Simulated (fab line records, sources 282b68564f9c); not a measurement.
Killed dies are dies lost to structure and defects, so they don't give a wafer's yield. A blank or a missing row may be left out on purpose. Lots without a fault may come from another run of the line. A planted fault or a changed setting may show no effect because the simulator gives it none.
Which tool did it? | flow rit_cmos | 13 lots, 39 wafers sampled, at 6 steps of a route of 202

WHAT THE GAUGES READ, wafer by wafer
RIT_PWELL_OVL_MEAS_06.
lot  | measured    | on         | PWELL_OVL (nm)
L939 | day 2 01:07 | overlay-02 | -1.7 -0.1 -1.3
L940 | day 2 06:41 | overlay-01 | -0.3 -0.1 0.0
L941 | day 2 09:43 | overlay-01 | 2.9 1.0 0.6
L942 | day 2 14:22 | overlay-01 | -0.8 1.4 -0.3
L943 | day 2 18:59 | overlay-01 | -1.3 -0.7 -0.8
L946 | day 3 09:52 | overlay-02 | -2.6 -0.5 -1.4
L947 | day 3 17:29 | overlay-01 | -2.4 0.4 -2.4
L948 | day 3 21:26 | overlay-01 | 1.2 -0.2 0.7
L953 | day 4 22:03 | overlay-01 | -1.8 0.9 -2.9
L956 | day 5 13:27 | overlay-02 | 1.3 -1.2 -0.5
L958 | day 6 07:05 | overlay-02 | -0.1 -2.0 -3.2
L960 | day 6 12:22 | overlay-01 | 1.0 -0.2 1.4
L961 | day 6 12:41 | overlay-02 | 1.6 -0.1 0.3

RIT_PWELL_TW_MEAS_10.
lot  | measured    | on            | PWELL_TW
L939 | day 2 01:44 | film_metro-01 | 941 942 932
L940 | day 2 07:18 | film_metro-01 | 940 938 940
L941 | day 2 10:20 | film_metro-04 | 963 960 964
L942 | day 2 14:59 | film_metro-03 | 963 967 973
L943 | day 2 19:37 | film_metro-01 | 938 942 944
L946 | day 3 10:28 | film_metro-03 | 858 861 863
L947 | day 3 18:05 | film_metro-03 | 970 967 965
L948 | day 3 22:02 | film_metro-03 | 862 867 860
L953 | day 4 22:40 | film_metro-01 | 932 932 939
L956 | day 5 14:04 | film_metro-04 | 958 951 959
L958 | day 6 07:47 | film_metro-04 | 958 954 961
L960 | day 6 13:08 | film_metro-03 | 968 966 967
L961 | day 6 13:22 | film_metro-01 | 942 933 940

RIT_WELLDRIVE_RS_MEAS_02: measures by four-point-probe.
lot  | measured    | on            | PWELL_RS (ohm/sq)
L939 | day 2 07:00 | film_metro-03 | 430.1 429.3 431.6
L940 | day 2 12:45 | film_metro-04 | 429.1 429.1 428.5
L941 | day 2 15:41 | film_metro-03 | 429.7 428.9 428.1
L942 | day 2 20:41 | film_metro-03 | 430.4 428.6 429.7
L943 | day 3 01:44 | film_metro-01 | 429.1 429.3 428.3
L946 | day 3 15:54 | film_metro-03 | 541.9 541.1 540.5
L947 | day 4 00:34 | film_metro-01 | 427.7 427.8 428.7
L948 | day 4 03:33 | film_metro-03 | 543.1 542.9 543.7
L953 | day 5 03:55 | film_metro-04 | 430.8 431.1 431.0
L956 | day 5 19:37 | film_metro-03 | 429.4 428.9 429.7
L958 | day 6 13:21 | film_metro-03 | 429.1 428.4 427.4
L960 | day 6 18:35 | film_metro-01 | 427.1 428.7 427.0
L961 | day 6 20:58 | film_metro-03 | 428.9 430.2 428.4

RIT_NRETRO_TW_MEAS_10.
lot  | measured    | on            | NRETRO_TW
L939 | day 2 08:44 | film_metro-01 | 1036 1039 1036
L940 | day 2 14:25 | film_metro-02 | 1047 1043 1044
L941 | day 2 17:28 | film_metro-01 | 1035 1040 1031
L942 | day 2 22:23 | film_metro-02 | 1043 1042 1045
L943 | day 3 03:20 | film_metro-02 | 1035 1042 1038
L946 | day 3 17:39 | film_metro-01 | 1028 1039 1034
L947 | day 4 02:10 | film_metro-02 | 1047 1041 1040
L948 | day 4 05:13 | film_metro-01 | 1030 1032 1038
L953 | day 5 05:40 | film_metro-02 | 1047 1048 1041
L956 | day 5 21:14 | film_metro-04 | 1059 1060 1063
L958 | day 6 15:00 | film_metro-02 | 1039 1037 1038
L960 | day 6 20:20 | film_metro-01 | 1033 1036 1038
L961 | day 6 22:42 | film_metro-01 | 1031 1031 1033

RIT_NLDD_TW_MEAS_10.
lot  | measured    | on            | NLDD_TW
L939 | day 2 22:59 | film_metro-01 | 2465 2447 2460
L940 | day 3 03:01 | film_metro-02 | 2473 2470 2473
L941 | day 3 10:11 | film_metro-02 | 2480 2471 2469
L942 | day 3 10:50 | film_metro-04 | 2487 2498 2495
L943 | day 3 17:04 | film_metro-01 | 2456 2454 2447
L946 | day 4 06:10 | film_metro-01 | 2432 2441 2433
L947 | day 4 14:14 | film_metro-02 | 2474 2469 2460
L948 | day 4 17:20 | film_metro-01 | 2438 2449 2445
L953 | day 6 00:43 | film_metro-01 | 2450 2447 2461
L956 | day 6 13:28 | film_metro-04 | 2512 2507 2506
L958 | day 7 07:15 | film_metro-02 | 2466 2454 2470
L960 | day 7 11:20 | film_metro-04 | 2511 2512 2507
L961 | day 7 15:28 | film_metro-02 | 2468 2469 2477

WHICH TOOL RAN EACH LOT (tool, then ch and the chambers of the sampled wafers, then the start)
lot  | RIT_PWELL_IMPLANT_08
L939 | implanter-03 ch 0, day 2 01:25
L940 | implanter-03 ch 0, day 2 06:59
L941 | implanter-03 ch 0, day 2 10:02
L942 | implanter-03 ch 0, day 2 14:41
L943 | implanter-03 ch 0, day 2 19:18
L946 | implanter-04 ch 0, day 3 10:08
L947 | implanter-03 ch 0, day 3 17:46
L948 | implanter-04 ch 0, day 3 21:44
L953 | implanter-03 ch 0, day 4 22:20
L956 | implanter-03 ch 0, day 5 13:44
L958 | implanter-03 ch 0, day 6 07:23
L960 | implanter-03 ch 0, day 6 12:49
L961 | implanter-01 ch 0, day 6 13:03
- RIT_PWELL_IMPLANT_08

WHAT THE TOOLS THEMSELVES READ (means of the sampled wafers that have a number; where no wafer has one, the mark that the record gives instead)
RIT_PWELL_IMPLANT_08.
lot  | tool         | dose_ions_cm2 | end_station_pressure_torr (Torr) | faraday_current_uA
L939 | implanter-03 | 7e+13         | 5.28e-06                         | 221
L940 | implanter-03 | 7e+13         | 5.21e-06                         | 225
L941 | implanter-03 | 7e+13         | 5.20e-06                         | 225
L942 | implanter-03 | 7e+13         | 5.30e-06                         | 220
L943 | implanter-03 | 7e+13         | 5.47e-06                         | 220
L946 | implanter-04 | 5e+13         | 5.51e-06                         | 153
L947 | implanter-03 | 7e+13         | 5.29e-06                         | 220
L948 | implanter-04 | 5e+13         | 5.35e-06                         | 156
L953 | implanter-03 | 7e+13         | 5.27e-06                         | 228
L956 | implanter-03 | 7e+13         | 5.05e-06                         | 221
L958 | implanter-03 | 7e+13         | 5.15e-06                         | 223
L960 | implanter-03 | 7e+13         | 5.32e-06                         | 223
L961 | implanter-01 | 7e+13         | 5.36e-06                         | 228

THE ANSWER, worked out from the rows above alone
Rule: what is usual is taken from the lots themselves. Put in order of their means at a reading, lots are off if they are a third of the lots or fewer, leave a main group of 4 or more, and stand apart from it by a gap of 3 or more times the standard deviation of the main group's means; of several such gaps the widest counts. A main group whose means are all the same, to the digits that the tables above print for the reading, isn't used. A lot without any number at a reading at which 4 lots or more have one is off too. The other lots that the step has rows for count as sound. The gauges are gone through in route order, then the tools' own readings, and for those a lot's mean is taken as printed above. The first step at which some lot is off is used, and at that step the reading that is off furthest; a lot without a number counts as furthest.
Off: L946, L948, at RIT_PWELL_TW_MEAS_10 (PWELL_TW). The main group: mean 952, standard deviation 13.
A tool fits if, at a process step before that reading, it ran every lot that is off, and no sound lot after the first of them. The gauges at RIT_PWELL_TW_MEAS_10 aren't tried: what is off there is off at RIT_PWELL_IMPLANT_08 too, on other tools, and a gauge's error can't cause that. One fits: implanter-04 at RIT_PWELL_IMPLANT_08. It ran no sound lot before its first lot that is off in this sample, so the start can't be narrowed down.
The tool's own readings at RIT_PWELL_IMPLANT_08 bear it out: on the lots that are off they differ by more than 5 times the standard deviation of the sound lots' means. dose_ions_cm2 reads 5e+13 there against 7e+13 on the sound lots; faraday_current_uA reads 154 there against 223 on the sound lots.

WHAT THE SIMULATOR HAD PUT IN
Process parameter drift: implanter-04, from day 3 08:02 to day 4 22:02, at RIT_PWELL_IMPLANT_08. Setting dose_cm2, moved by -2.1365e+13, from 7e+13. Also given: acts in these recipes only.
Lots struck among those shown: L946, L948. The rule above found the same.
